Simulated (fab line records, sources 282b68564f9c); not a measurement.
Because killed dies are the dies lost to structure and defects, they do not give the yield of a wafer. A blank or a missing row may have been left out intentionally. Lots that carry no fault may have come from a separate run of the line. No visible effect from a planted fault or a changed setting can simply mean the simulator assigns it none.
fab line records -- flow rit_cmos
record lots=16, wafers=48, last_day=7
route steps=202 shown NRETRO@56 M1@202
lots untouched by any fault: they come from a run of this same line in which no faults occurred
start_h: start of the lot's first displayed wafer, in hours after the record's first day -- wait_h: hours elapsed since this lot's preceding step -- " as in the row above -- L1.1+2: one row covering several wafers at once -- - no value, or no start given -- * or withheld: withheld -- < > ~ a bound
route shown NAME@n: a module of which the file shows steps, and the number in the route of the first -- usual: the fault-free wafers' mean and standard deviation -- same: alike in all rows -- chamber/n: place in a boat -- sites: readings site by site -- _std_site: the standard deviation of these -- _edge_site: inner sites' mean taken away from outer sites' mean -- radius_mm: for every site, how far away it sits from the centre of the wafer -- mask NAME#n: copy n -- behind: the tool/chamber that last shaped the wafer -- hold: what put the lot on hold/how long, in hours/how the hold closed -- device: transistor that didn't switch, given as n, p or np -- end of line: tests of these same wafers at the route's end -- where a step has no rows: the recipe by itself -- killed: dies that structure and defects cost at the first sort, which is not the same as the wafer's yield -- map: a wafer's dies, marking killed ones x, the rest . and places with no die _
set.NAME: the setting that was run; set.NAME@STEP: the one run at that earlier step -- model.NAME: the simulator's own value behind a step, which no gauge read
one table for each step of the route and one row for each wafer, over a sample of lots
services: a tool's chamber out of use, with start hour (start_h, from the record's first day; less than 0 if before it), hours out, and reason
## steps
# step RIT_NRETRO_EXPOSE_03
# recipe mask_id=M4, na=0.57, target_cd_nm=43900, dose_mj=250
# usual stage_vel_mm_s=499.89/0.26
lot.wafer,tool,chamber,start_h,wait_h,mask,stage_vel_mm_s
L794.1,iline_stepper-02,0,29.04,0.2,M4#0,499.81
L794.2,iline_stepper-02,0,29.04,0.2,M4#0,499.48
L794.5,iline_stepper-02,0,29.04,0.2,M4#0,499.63
L795.1,iline_stepper-01,0,33.95,0.2,M4#0,499.55
L795.3,iline_stepper-01,0,33.95,0.2,M4#0,499.75
L795.4,iline_stepper-01,0,33.95,0.2,M4#0,499.77
L797.4,iline_stepper-02,0,43.54,0.1,M4#0,499.97
L797.5,iline_stepper-02,0,43.54,0.1,M4#0,499.94
L797.6,iline_stepper-02,0,43.54,0.1,M4#0,499.78
L798.3,iline_stepper-02,0,49.58,0.1,M4#0,500.08
L798.4,iline_stepper-02,0,49.58,0.1,M4#0,500.12
L798.5,iline_stepper-02,0,49.58,0.1,M4#0,499.71
L799.1,iline_stepper-01,0,54.11,0.2,M4#0,500.02
L799.3,iline_stepper-01,0,54.11,0.2,M4#0,499.85
L799.5,iline_stepper-01,0,54.11,0.2,M4#0,499.87
L801.3,iline_stepper-01,0,63.52,0.1,M4#0,499.74
L801.4,iline_stepper-01,0,63.52,0.1,M4#0,499.47
L801.5,iline_stepper-01,0,63.52,0.1,M4#0,499.41
L805.2,iline_stepper-02,0,83.80,0.1,M4#0,500.17
L805.3,iline_stepper-02,0,83.80,0.1,M4#0,500.31
L805.4,iline_stepper-02,0,83.80,0.1,M4#0,500.04
L806.1,iline_stepper-01,0,88.57,0.2,M4#0,499.73
L806.3,iline_stepper-01,0,88.57,0.2,M4#0,499.71
L806.6,iline_stepper-01,0,88.57,0.2,M4#0,500.00
L807.2,iline_stepper-02,0,94.39,0.3,M4#0,499.75
L807.3,iline_stepper-02,0,94.39,0.3,M4#0,499.75
L807.5,iline_stepper-02,0,94.39,0.3,M4#0,499.66
L808.1,iline_stepper-01,0,99.40,0.2,M4#0,499.14
L808.3,iline_stepper-01,0,99.40,0.2,M4#0,499.60
L808.4,iline_stepper-01,0,99.40,0.2,M4#0,499.87
L810.2,iline_stepper-02,0,109.07,0.2,M4#0,499.88
L810.3,iline_stepper-02,0,109.07,0.2,M4#0,500.00
L810.4,iline_stepper-02,0,109.07,0.2,M4#0,500.05
L811.1,iline_stepper-02,0,113.89,0.1,M4#0,499.93
L811.2,iline_stepper-02,0,113.89,0.1,M4#0,499.76
L811.3,iline_stepper-02,0,113.89,0.1,M4#0,499.89
L813.1,iline_stepper-01,0,123.25,0.1,M4#0,500.22
L813.2,iline_stepper-01,0,123.25,0.1,M4#0,499.70
L813.5,iline_stepper-01,0,123.25,0.1,M4#0,499.75
L815.1,iline_stepper-02,0,133.53,0.2,M4#0,499.74
L815.2,iline_stepper-02,0,133.53,0.2,M4#0,499.79
L815.6,iline_stepper-02,0,133.53,0.2,M4#0,500.14
L816.2,iline_stepper-01,0,142.50,0.2,M4#0,499.85
L816.3,iline_stepper-01,0,142.50,0.2,M4#0,500.05
L816.6,iline_stepper-01,0,142.50,0.2,M4#0,499.88
L817.2,iline_stepper-01,0,147.46,0.1,M4#0,499.85
L817.3,iline_stepper-01,0,147.46,0.1,M4#0,499.75
L817.4,iline_stepper-01,0,147.46,0.1,M4#0,499.63
# step RIT_NRETRO_OVL_MEAS_06
# usual NRETRO_OVL=0.1/1.3
lot.wafer,tool,chamber,start_h,wait_h,NRETRO_OVL[nm]
L794.1,overlay-01,-,29.47,-,-1.0
L794.2,overlay-01,-,29.47,-,-0.6
L794.5,overlay-01,-,29.47,-,-1.2
L795.1,overlay-02,-,34.39,-,-0.8
L795.3,overlay-02,-,34.39,-,-0.6
L795.4,overlay-02,-,34.39,-,-1.8
L797.4,overlay-02,-,43.93,-,2.4
L797.5,overlay-02,-,43.93,-,1.0
L797.6,overlay-02,-,43.93,-,0.0
L798.3,overlay-01,-,49.98,-,0.2
L798.4,overlay-01,-,49.98,-,0.1
L798.5,overlay-01,-,49.98,-,0.8
L799.1,overlay-02,-,54.54,-,-2.3
L799.3,overlay-02,-,54.54,-,-1.3
L799.5,overlay-02,-,54.54,-,0.4
L801.3,overlay-02,-,63.92,-,-0.1
L801.4,overlay-02,-,63.92,-,-1.5
L801.5,overlay-02,-,63.92,-,-0.1
L805.2,overlay-02,-,84.36,-,-0.9
L805.3,overlay-02,-,84.36,-,-1.5
L805.4,overlay-02,-,84.36,-,-2.4
L806.1,overlay-02,-,89.00,-,0.7
L806.3,overlay-02,-,89.00,-,2.0
L806.6,overlay-02,-,89.00,-,0.8
L807.2,overlay-02,-,94.80,-,-301.0
L807.3,overlay-02,-,94.80,-,-300.8
L807.5,overlay-02,-,94.80,-,-299.1
L808.1,overlay-01,-,99.83,-,-1.8
L808.3,overlay-01,-,99.83,-,-0.4
L808.4,overlay-01,-,99.83,-,-0.1
L810.2,overlay-02,-,109.49,-,-299.6
L810.3,overlay-02,-,109.49,-,-297.9
L810.4,overlay-02,-,109.49,-,-298.5
L811.1,overlay-02,-,114.32,-,-299.0
L811.2,overlay-02,-,114.32,-,-297.2
L811.3,overlay-02,-,114.32,-,-298.7
L813.1,overlay-02,-,123.68,-,-1.5
L813.2,overlay-02,-,123.68,-,0.1
L813.5,overlay-02,-,123.68,-,-0.7
L815.1,overlay-01,-,133.96,-,-299.6
L815.2,overlay-01,-,133.96,-,-298.5
L815.6,overlay-01,-,133.96,-,-298.0
L816.2,overlay-02,-,142.92,-,0.9
L816.3,overlay-02,-,142.92,-,0.4
L816.6,overlay-02,-,142.92,-,-0.8
L817.2,overlay-02,-,147.88,-,-0.4
L817.3,overlay-02,-,147.88,-,1.2
L817.4,overlay-02,-,147.88,-,0.0
# step RIT_M1_PROBE_99
# usual killed_at_M0_to_M3=0.0/0.083, killed_at_contacts=0.0/0.2, killed_at_front_end=7/3.1, killed_dies=7/3.1, killed_on_rim=1.9/1.4, killed_open=3.5/1.9, killed_short=3.6/2.1
# same gross_dies=264, killed_at_M4_up=0, killed_at_back_side=0, killed_at_other=0
lot.wafer,tool,chamber,start_h,wait_h,killed_at_M0_to_M3,killed_at_contacts,killed_at_front_end,killed_dies,killed_on_rim,killed_open,killed_short
L807.2,prober-01,-,123.18,0.1,0,1,11,12,2,6,6
L807.3,prober-01,-,123.23,0.2,0,0,7,7,0,6,1
L807.5,prober-01,-,123.33,0.2,0,0,6,6,4,4,2
L808.1,prober-02,-,126.96,0.1,0,0,1,1,0,0,1
L808.3,prober-02,-,127.06,0.2,0,0,4,4,0,3,1
L808.4,prober-02,-,127.11,0.2,0,0,5,5,1,3,2
L810.2,prober-02,-,137.45,0.1,0,0,4,4,2,3,1
L810.3,prober-02,-,137.50,0.2,0,0,5,5,1,4,1
L810.4,prober-02,-,137.55,0.2,0,0,6,6,1,3,3
L811.1,prober-01,-,143.44,0.1,0,0,6,6,3,6,0
L811.2,prober-01,-,143.49,0.1,0,0,6,6,0,1,5
L811.3,prober-01,-,143.54,0.2,0,0,10,10,0,4,6
# killed by level:class
L807.2 GATE:geometric_particle:open=4 GATE:geometric_particle:short=3 FOX1:geometric_particle:short=1 FOX1:geometric_particle:open=1 SILICIDE:geometric_particle:short=1 SILICIDE:geometric_particle:open=1 CONTACT:geometric_particle:short=1
L807.3 GATE:geometric_particle:open=4 GATE:geometric_particle:short=1 REOX:geometric_particle:open=1 SILICIDE:geometric_particle:open=1
L807.5 GATE:geometric_particle:open=4 GATE:geometric_particle:short=2
L808.1 SPACER:geometric_particle:short=1
L808.3 SILICIDE:geometric_particle:open=2 FOX1:geometric_particle:open=1 SPACER:geometric_particle:short=1
L808.4 GATE:geometric_particle:open=3 FOX2:geometric_particle:short=1 GATE:geometric_particle:short=1
L810.2 GATE:geometric_particle:open=1 GATE:geometric_particle:short=1 REOX:geometric_particle:open=1 SPACER:geometric_particle:open=1
L810.3 FOX1:geometric_particle:open=1 FOX2:geometric_particle:open=1 REOX:geometric_particle:open=1 SILICIDE:geometric_particle:short=1 SILICIDE:geometric_particle:open=1
L810.4 FOX1:geometric_particle:open=2 GATE:geometric_particle:open=1 REOX:geometric_particle:short=1 SPACER:geometric_particle:short=1 SILICIDE:geometric_particle:short=1
L811.1 GATE:geometric_particle:open=3 FOX1:geometric_particle:open=1 FOX2:geometric_particle:open=1 REOX:geometric_particle:open=1
L811.2 GATE:geometric_particle:short=2 REOX:geometric_particle:short=2 FOX1:geometric_particle:short=1 GATE:geometric_particle:open=1
L811.3 FOX1:geometric_particle:short=2 GATE:geometric_particle:short=2 REOX:geometric_particle:short=2 REOX:geometric_particle:open=2 FOX1:geometric_particle:open=1 GATE:geometric_particle:open=1
## services
tool,chamber,start_h,hours,kind
iline_stepper-02,-,14.64,4.4,pm
iline_stepper-01,-,19.16,4.4,pm
iline_stepper-02,-,34.93,1.7,pm
iline_stepper-01,0,101.34,-,calibration
iline_stepper-01,-,144.69,2.1,pm
iline_stepper-01,-,146.78,-,consumable_replace:lamp
## key
first_sign step=RIT_NRETRO_OVL_MEAS_06, reading=NRETRO_OVL, direction=down, sigmas=99+, usual=0.1, struck=-299.0
effect none on later readings
met_at RIT_NRETRO_EXPOSE_03
struck_lots L807,L810,L811,L815
tester_left_out L807,L810,L811,L815
onset_between 83.80 94.39
fault kind=scanner_matching_overlay, tool=iline_stepper-02, chamber=-, onset_h=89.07, steps=RIT_NRETRO_EXPOSE_03, offset=-300
# tester_left_out: of these lots the tester's yield and bins aren't shown, on N5 and GAA mostly nor the transistor test; their killed dies are dies lost to structure and defects alone, not to doping, threshold or leakage, so they don't give the yield
